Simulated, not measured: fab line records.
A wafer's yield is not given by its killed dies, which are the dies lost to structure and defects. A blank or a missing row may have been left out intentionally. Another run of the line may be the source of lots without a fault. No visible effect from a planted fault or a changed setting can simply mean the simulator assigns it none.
fab line records	flow rit-cmos
record lots=5	wafers=15	last-day=7
route steps=202 shown SILICIDE@161 CONTACT@168 M1@202
lots with no fault: from the same line, run without faults
start-h: the number of hours between the record's first day and the start of the first shown wafer of the lot	wait-h: hours since the lot's step before	" identical to the entry in the row above	L1.1+2: a row that stands for several wafers	- no value, or no start given	* or withheld: withheld	< > ~ a bound
route shown NAME@n: NAME is a module with steps in the file, n the number in the route of the first one	usual: mean/standard deviation of fault-free wafers	same: alike in all rows	chamber/n: place in a boat	sites: the reading at each site	_std_site: standard deviation of those values	_edge_site: outer sites' mean less inner sites'	radius-mm: how far each site lies from the wafer's centre	mask NAME#n: copy n	behind: the last tool/chamber to shape the wafer	hold: reason for holding the lot/hours on hold/outcome of the hold	device: names the non-switching transistor (n, p or np)	end of line: the same wafers' tests at the end of the route	a step without rows: its recipe alone	killed: dies that structure and defects cost at the first sort, which is not the same as the wafer's yield	map: dies across one wafer; x = killed, . = not, _ = none there
set.NAME: setting as actually run; set.NAME@STEP: the setting as run at that earlier step	model.NAME: the simulator's own value behind a step, which no gauge read
lots at selected steps of the route; one table per step, one row per wafer
services: from which hour (start-h, from the record's first day; less than 0 if before it) a tool's chamber was out of use, for how many hours, and why
## steps
# step RIT_SILICIDE_WET_ETCH_00
# recipe chemistry=BOE	target=SiO2	target-depth-nm=14	time-s=15	dry=n2-spin	dilution=10:1	temp-c=21.5
# step RIT_SILICIDE_SPUTTER_01
# recipe material=Ti	target-thk-nm=30	power-w=350	chamber-pressure-pa=0.667	gas=Ar	time-s=240	substrate-temp-c=25
# usual substrate-temp-c=25.00/0.11	throttle-valve-pct=30.0/0.85
lot.wafer	tool	chamber	start-h	wait-h	substrate-temp-c	throttle-valve-pct
L147.2	pvd-sputter-02	-	78.51	0.0	24.77	30.2
L147.5	"	-	"	"	24.91	31.0
L147.6	"	-	"	"	25.02	29.7
L153.1	pvd-sputter-02	-	105.02	0.0	25.02	29.9
L153.2	"	-	"	"	25.04	30.2
L153.3	"	-	"	"	24.85	28.4
L154.1	pvd-sputter-01	-	109.22	0.0	25.06	30.5
L154.3	"	-	"	"	24.93	29.2
L154.6	"	-	"	"	25.13	30.6
L156.4	pvd-sputter-01	-	121.03	0.0	25.03	30.4
L156.5	"	-	"	"	24.94	31.1
L156.6	"	-	"	"	24.95	30.7
L164.2	pvd-sputter-04	-	161.94	0.0	25.02	29.1
L164.3	"	-	"	"	25.02	29.3
L164.4	"	-	"	"	24.95	30.5
# step RIT_SILICIDE_RS_MEAS_02
# recipe thk-meas-gauge=four-point-probe	reads=Ti_of_SILICIDE_SPUTTER_01
# usual SILICIDE_TI_RS=48.0/0.79
lot.wafer	tool	chamber	start-h	wait-h	SILICIDE_TI_RS[ohm/sq]
L147.2	film-metro-04	-	78.68	0.1	47.1
L147.5	"	-	"	"	46.7
L147.6	"	-	"	"	47.4
L153.1	film-metro-02	-	105.18	0.1	48.5
L153.2	"	-	"	"	47.2
L153.3	"	-	"	"	47.7
L154.1	film-metro-04	-	109.37	0.1	48.6
L154.3	"	-	"	"	47.6
L154.6	"	-	"	"	49.5
L156.4	film-metro-01	-	121.24	0.1	49.3
L156.5	"	-	"	"	49.0
L156.6	"	-	"	"	49.7
L164.2	film-metro-04	-	162.11	0.1	47.1
L164.3	"	-	"	"	48.4
L164.4	"	-	"	"	47.7
# step RIT_SILICIDE_THK_MEAS_03
# recipe thk-meas-gauge=xrf	reads=Ti_of_SILICIDE_SPUTTER_01
# usual SILICIDE_TI_THK=29.4/0.45
lot.wafer	tool	chamber	start-h	wait-h	SILICIDE_TI_THK[nm]
L147.2	film-metro-04	-	78.79	0.1	30.1
L147.5	"	-	"	"	30.2
L147.6	"	-	"	"	30.0
L153.1	film-metro-02	-	105.30	0.1	29.4
L153.2	"	-	"	"	29.8
L153.3	"	-	"	"	29.8
L154.1	film-metro-04	-	109.49	0.1	29.3
L154.3	"	-	"	"	29.9
L154.6	"	-	"	"	28.9
L156.4	film-metro-01	-	121.33	0.1	28.6
L156.5	"	-	"	"	28.8
L156.6	"	-	"	"	28.4
L164.2	film-metro-04	-	162.22	0.1	29.9
L164.3	"	-	"	"	29.4
L164.4	"	-	"	"	29.6
# step RIT_SILICIDE_RTA_04
# recipe temp-c=650	time-s=10	idle-temp-c=25	ramp-up-s=5	ramp-down-s=5	cool-to-c=25	ambient=N2
# usual wafer_temp_C_max=652.5/0.57
lot.wafer	tool	chamber	start-h	wait-h	wafer_temp_C_max
L147.2	rtp-anneal-02	0	78.85	0.1	651.9
L147.5	"	0	"	"	652.0
L147.6	"	0	"	"	652.1
L153.1	rtp-anneal-02	0	105.36	0.1	654.0
L153.2	"	0	"	"	652.8
L153.3	"	0	"	"	653.2
L154.1	rtp-anneal-01	0	109.55	0.1	652.6
L154.3	"	0	"	"	652.5
L154.6	"	0	"	"	652.2
L156.4	rtp-anneal-01	0	121.39	0.1	651.9
L156.5	"	0	"	"	652.8
L156.6	"	0	"	"	653.2
L164.2	rtp-anneal-01	0	162.28	0.1	651.8
L164.3	"	0	"	"	653.1
L164.4	"	0	"	"	652.2
# step RIT_SILICIDE_WET_ETCH_05
# recipe chemistry=SPM	target=Ti	temp-c=90	time-s=120	dry=n2-spin
# step RIT_SILICIDE_RTA_06
# recipe temp-c=750	time-s=10	idle-temp-c=25	ramp-up-s=5	ramp-down-s=10	cool-to-c=25	ambient=N2
# usual wafer_temp_C_max=752.9/0.58
lot.wafer	tool	chamber	start-h	wait-h	wafer_temp_C_max
L147.2	rtp-anneal-01	0	78.96	0.0	752.6
L147.5	"	0	"	"	752.7
L147.6	"	0	"	"	753.2
L153.1	rtp-anneal-01	0	105.47	0.0	752.6
L153.2	"	0	"	"	752.9
L153.3	"	0	"	"	754.0
L154.1	rtp-anneal-02	0	109.66	0.0	752.6
L154.3	"	0	"	"	752.9
L154.6	"	0	"	"	752.9
L156.4	rtp-anneal-02	0	121.50	0.0	752.9
L156.5	"	0	"	"	753.7
L156.6	"	0	"	"	753.3
L164.2	rtp-anneal-02	0	162.39	0.0	753.0
L164.3	"	0	"	"	752.7
L164.4	"	0	"	"	753.1
# step RIT_CONTACT_CVD_00
# recipe material=SiO2	target-thk-nm=400	precursor=TEOS	temp-c=390	time-s=61	rf-w=400
# usual heater-power-w=356/65
lot.wafer	tool	chamber	start-h	wait-h	heater-power-w	since-wet-clean-h
L147.2	pecvd-02	2	79.02	0.0	454	1415
L147.5	"	1	"	"	309	-
L147.6	"	0	"	"	302	-
L153.1	pecvd-02	1	105.53	0.1	287	1442
L153.2	"	0	"	"	285	1442
L153.3	"	2	"	"	439	1442
L154.1	pecvd-04	0	109.73	0.1	399	1055
L154.3	"	1	"	"	359	1055
L154.6	"	0	"	"	420	-
L156.4	pecvd-02	2	121.56	0.0	357	-
L156.5	"	1	"	"	341	-
L156.6	"	2	"	"	385	-
L164.2	pecvd-03	1	162.45	0.0	486	313
L164.3	"	0	"	"	340	313
L164.4	"	2	"	"	293	-
# step RIT_CONTACT_THK_MEAS_01
# recipe reads=SiO2_of_CONTACT_CVD_00
# usual CONTACT_TEOS_THK=402/5.5
lot.wafer	tool	chamber	start-h	wait-h	CONTACT_TEOS_THK[nm]
L147.2	film-metro-03	-	79.08	0.0	402
L147.5	"	-	"	"	405
L147.6	"	-	"	"	399
L153.1	film-metro-01	-	105.58	0.0	402
L153.2	"	-	"	"	395
L153.3	"	-	"	"	400
L154.1	film-metro-01	-	109.78	0.0	398
L154.3	"	-	"	"	403
L154.6	"	-	"	"	406
L156.4	film-metro-04	-	121.64	0.1	413
L156.5	"	-	"	"	409
L156.6	"	-	"	"	405
L164.2	film-metro-04	-	162.51	0.0	392
L164.3	"	-	"	"	395
L164.4	"	-	"	"	392
# step RIT_CONTACT_HMDS_02
# recipe prime-time-s=60	prime-temp-c=140
# step RIT_CONTACT_COAT_03
# recipe resist=NOVOLAK	spin-rpm=3250	resist-thk-nm=983.7
# step RIT_CONTACT_SOFTBAKE_04
# recipe resist=NOVOLAK	temp-c=90	time-s=60
# step RIT_CONTACT_EXPOSE_05
# recipe mask-id=M11	na=0.6	source-shape=conventional	sigma-outer=0.5	target-cd-nm=1000	dose-mj=250
lot.wafer	tool	chamber	start-h	wait-h	mask
L147.2+5+6	iline-stepper-01	0	79.72	0.2	M11#0
L153.1+2+3	iline-stepper-01	0	106.22	0.2	M11#0
L154.1+3+6	iline-stepper-01	0	110.29	0.1	M11_R1#0
L156.4+5+6	iline-stepper-02	0	122.35	0.3	M11#0
L164.2+3+4	iline-stepper-02	0	163.06	0.2	M11#0
# step RIT_CONTACT_PEB_06
# recipe resist=NOVOLAK	temp-c=withheld	time-s=withheld
# step RIT_CONTACT_DEVELOP_07
# recipe resist=NOVOLAK	develop-time-s=120	dev-temp-c=23
# step RIT_CONTACT_CD_MEAS_08
# recipe target-cd-nm=1000
# usual cd-nm=1000.4/1.8
lot.wafer	tool	chamber	start-h	wait-h	cd-nm
L147.2	cd-sem-02	-	80.24	-	999.6
L147.5	"	-	"	"	999.0
L147.6	"	-	"	"	998.3
L153.1	cd-sem-01	-	106.74	-	1000.5
L153.2	"	-	"	"	1002.4
L153.3	"	-	"	"	1000.2
L154.1	cd-sem-01	-	110.80	-	1154.6
L154.3	"	-	"	"	1154.1
L154.6	"	-	"	"	1152.9
L156.4	cd-sem-02	-	122.87	-	1000.2
L156.5	"	-	"	"	1000.4
L156.6	"	-	"	"	999.4
L164.2	cd-sem-02	-	163.58	-	997.5
L164.3	"	-	"	"	1001.5
L164.4	"	-	"	"	999.7
# step RIT_CONTACT_OVL_MEAS_09
# usual CONTACT_OVL=0.5/1.4
lot.wafer	tool	chamber	start-h	wait-h	CONTACT_OVL[nm]
L147.2	overlay-02	-	80.35	0.1	1.5
L147.5	"	-	"	"	2.1
L147.6	"	-	"	"	0.8
L153.1	overlay-01	-	106.86	0.1	0.5
L153.2	"	-	"	"	-0.2
L153.3	"	-	"	"	1.5
L154.1	overlay-02	-	110.92	0.1	0.1
L154.3	"	-	"	"	0.7
L154.6	"	-	"	"	-1.1
L156.4	overlay-02	-	122.95	0.1	1.5
L156.5	"	-	"	"	3.7
L156.6	"	-	"	"	4.0
L164.2	overlay-01	-	163.69	0.1	-1.1
L164.3	"	-	"	"	-1.8
L164.4	"	-	"	"	-1.3
# step RIT_CONTACT_HARDBAKE_10
# recipe resist=NOVOLAK	temp-c=140	time-s=60
# step RIT_CONTACT_ETCH_11
# recipe target-depth-a=4800	over-etch-frac=0.2	stop-on=TiSi2	chemistry=CHF3/CF4/Ar	target=SiO2	CHF3_flow_sccm=50	cf4-flow-sccm=10	Ar_flow_sccm=100	O2_flow_sccm=5	pressure-mtorr=100	rf-w=200	time-s=320
# usual drypump-motor-current-A=5.7/0.37	mfc-ar-sccm=100.00/0.3	oes-product-au=0.985/0.017	throttle-valve-pct=8.90/0.11
lot.wafer	tool	chamber	start-h	wait-h	drypump-motor-current-A	mfc-ar-sccm	oes-product-au	rf-hours-counter-h	throttle-valve-pct	model.CONTACT.cd-nm
L147.2	rie-diel-02	2	80.53	0.1	6.3	100.18	0.961	19	8.69	999.6
L147.5	"	3	"	"	6.3	99.59	0.993	-	8.87	999.5
L147.6	"	0	"	"	5.9	100.33	0.983	-	8.86	998.5
L153.1	rie-diel-03	1	107.04	0.1	6.0	99.78	0.961	8	8.81	999.8
L153.2	"	0	"	"	5.7	99.74	0.991	4	9.00	1003
L153.3	"	3	"	"	5.2	99.57	0.960	128	9.03	999.5
L154.1	rie-diel-01	1	111.11	0.1	5.2	100.18	0.986	13	8.82	1155
L154.3	"	3	"	"	5.7	100.49	0.980	32	8.87	1154
L154.6	"	0	"	"	5.6	100.06	0.990	-	9.01	1153
L156.4	rie-diel-02	0	123.12	0.1	5.9	100.12	0.985	62	8.88	1000
L156.5	"	2	"	"	6.3	100.35	0.953	-	8.68	1000
L156.6	"	1	"	"	5.6	99.36	0.985	-	8.99	999
L164.2	rie-diel-03	0	163.87	0.1	5.6	100.06	0.995	5	9.00	997.9
L164.3	"	2	"	"	5.2	100.20	0.980	13	8.84	1001
L164.4	"	1	"	"	6.0	99.86	0.964	9	8.82	999.4
# step RIT_CONTACT_STRIP_12
# recipe chemistry=O2	time-s=180	resist=NOVOLAK	platen-temp-c=withheld	power-w=500	pressure-mtorr=4000	o2-flow-sccm=4000
# usual drypump-motor-current-A=5.5/0.48
lot.wafer	tool	chamber	start-h	wait-h	drypump-motor-current-A	rf-hours-counter-h
L147.2	plasma-asher-02	1	80.72	0.1	4.9	36
L147.5	"	1	"	"	4.9	-
L147.6	"	0	"	"	6.3	-
L153.1	plasma-asher-04	1	107.24	0.1	5.6	35
L153.2	"	0	"	"	5.2	35
L153.3	"	0	"	"	5.2	-
L154.1	plasma-asher-03	1	111.31	0.1	6.1	50
L154.3	"	0	"	"	5.2	-
L154.6	"	1	"	"	6.0	-
L156.4	plasma-asher-04	0	123.37	0.2	5.2	-
L156.5	"	0	"	"	5.2	-
L156.6	"	1	"	"	5.6	-
L164.2	plasma-asher-04	0	164.06	0.1	5.2	42
L164.3	"	1	"	"	5.6	-
L164.4	"	0	"	"	5.2	-
# step RIT_M1_PROBE_99
lot.wafer	tool	chamber	start-h	wait-h	model.etest.contact-to-gate.bv-left-v	model.etest.contact-to-gate.bv-right-v	model.etest.contact-npoly.rc-ohm	model.etest.contact-ppoly.rc-ohm	model.etest.contact-nplus.rc-ohm	model.etest.contact-pplus.rc-ohm
L147.2	prober-02	-	85.43	0.1	93.35	88.29	1.378	1.437	1.361	1.374
L147.5	prober-02	-	85.58	0.2	88.47	94.29	1.388	1.361	1.337	1.389
L147.6	prober-02	-	85.63	0.2	90.61	90.15	1.381	1.404	1.362	1.45
L153.1	prober-02	-	111.91	0.1	91.22	88.44	1.339	1.414	1.406	1.412
L153.2	prober-02	-	111.96	0.1	89.39	89.23	1.381	1.357	1.317	1.378
L153.3	prober-02	-	112.01	0.2	88.97	93.58	1.404	1.379	1.333	1.347
L154.1	prober-01	-	116.04	0.1	54.62	52.12	1.344	1.315	1.33	1.319
L154.3	prober-01	-	116.14	0.2	50.9	50.86	1.302	1.32	1.313	1.297
L154.6	prober-01	-	116.29	0.2	51.73	54.53	1.371	1.328	1.29	1.315
L156.4	prober-01	-	128.29	0.2	91.56	91.39	1.397	1.445	1.393	1.384
L156.5	prober-01	-	128.34	0.2	92.65	87.34	1.381	1.349	1.394	1.395
L156.6	prober-01	-	128.39	0.2	90.15	91.41	1.413	1.438	1.481	1.446
L164.2	prober-01	-	168.79	0.1	89.96	93.66	1.383	1.38	1.357	1.408
L164.3	prober-01	-	168.84	0.2	89.05	92.32	1.413	1.417	1.364	1.367
L164.4	prober-01	-	168.89	0.2	90.81	91.81	1.418	1.412	1.375	1.431
# killed by level:class
L147.2 SPACER:geometric-particle:open=4 GATE:geometric-particle:open=1 REOX:geometric-particle:short=1 SILICIDE:geometric-particle:short=1
L147.5 SPACER:geometric-particle:short=2 FOX1:geometric-particle:short=1 FOX1:geometric-particle:open=1 GATE:geometric-particle:open=1 GATE:geometric-particle:short=1 SPACER:geometric-particle:open=1
L147.6 REOX:geometric-particle:open=1 REOX:geometric-particle:short=1 SILICIDE:geometric-particle:short=1 M1:geometric-particle:short=1
L153.1 SPACER:geometric-particle:short=2 SPACER:geometric-particle:open=2 GATE:geometric-particle:open=1 SILICIDE:geometric-particle:open=1 SILICIDE:geometric-particle:short=1
L153.2 FOX1:geometric-particle:short=2 SPACER:geometric-particle:open=2 SPACER:geometric-particle:short=2 REOX:geometric-particle:open=1
L153.3 GATE:geometric-particle:open=1 REOX:geometric-particle:open=1 SPACER:geometric-particle:short=1 SILICIDE:geometric-particle:open=1 SILICIDE:geometric-particle:short=1
L156.4 GATE:geometric-particle:short=3 FOX1:geometric-particle:open=1 GATE:geometric-particle:open=1
L156.5 REOX:geometric-particle:short=2 ACTIVE:geometric-particle:short=1 FOX2:geometric-particle:short=1 REOX:geometric-particle:open=1 SPACER:geometric-particle:open=1 SPACER:geometric-particle:short=1 CONTACT:geometric-particle:open=1
L156.6 GATE:geometric-particle:open=2 GATE:geometric-particle:short=2 REOX:geometric-particle:open=1 REOX:geometric-particle:short=1
L164.2 GATE:geometric-particle:open=3 SPACER:geometric-particle:open=2 SILICIDE:geometric-particle:short=1
L164.3 GATE:geometric-particle:open=1 GATE:geometric-particle:short=1 REOX:geometric-particle:short=1 SPACER:geometric-particle:open=1
L164.4 GATE:geometric-particle:open=4 FOX2:geometric-particle:open=2 GATE:geometric-particle:short=2 SPACER:geometric-particle:open=2 SPACER:geometric-particle:short=2 FOX1:geometric-particle:short=1 FOX2:geometric-particle:short=1 REOX:geometric-particle:short=1
## services
tool	chamber	start-h	hours	kind
rie-diel-02	0	54.83	2.9	repair
pecvd-03	2	59.32	6.2	repair
rie-diel-03	1	76.94	5.7	repair
rie-diel-01	2	77.17	2.2	repair
rie-diel-02	1	86.78	10.0	repair
rie-diel-01	2	89.83	1.3	repair
pecvd-02	-	90.73	0.6	repair
rie-diel-02	3	92.04	7.8	repair
pvd-sputter-04	-	94.50	0.7	repair
plasma-asher-02	-	108.75	9.0	pm
plasma-asher-02	0	108.75	9.0	vent-cycle
plasma-asher-02	1	108.75	9.0	vent-cycle
rie-diel-03	2	116.15	2.5	repair
plasma-asher-02	-	117.75	2.8	pm
plasma-asher-02	0	117.75	-	clean
plasma-asher-02	1	117.75	-	clean
pecvd-02	0	118.53	25.6	repair
rie-diel-03	-	120.86	4.3	pm
pecvd-04	-	132.78	1.5	repair
iline-stepper-01	-	135.02	2.7	repair
rie-diel-01	0	135.18	18.1	repair
rie-diel-03	3	146.38	4.0	repair
rie-diel-02	0	147.44	1.9	repair
## key
first-sign step=RIT_CONTACT_EXPOSE_05	reading=mask	direction=changed
effect step=RIT_CONTACT_CD_MEAS_08	reading=cd-nm	direction=up	sigmas=85	usual=1000.4	struck=1153.9
model-effect step=RIT_CONTACT_ETCH_11	value=CONTACT.cd-nm	without=1004	struck=1154
model-effect step=RIT_M1_PROBE_99	value=etest.contact-to-gate.bv-left-v	without=89.92	struck=52.42
met-at RIT_CONTACT_EXPOSE_05
struck-wafers L154.1,L154.3,L154.6
sort-left-out L154.1,L154.3,L154.6
tester-left-out L154
onset-between 106.22 110.29
fault kind=wrong-mask	tool=any	chamber=-	onset-h=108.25	steps=RIT_CONTACT_EXPOSE_05	aux-copy=M11_R1#0	cd-offset-nm=150	scope=struck-lots-only
# tester-left-out: of these lots the tester's yield and bins aren't shown, on N5 and GAA mostly nor the transistor test; their killed dies are dies lost to structure and defects alone, not to doping, threshold or leakage, so they don't give the yield
# sort-left-out: the simulated sort isn't trusted on such a fault, so these wafers' sort isn't shown, and their yield isn't known
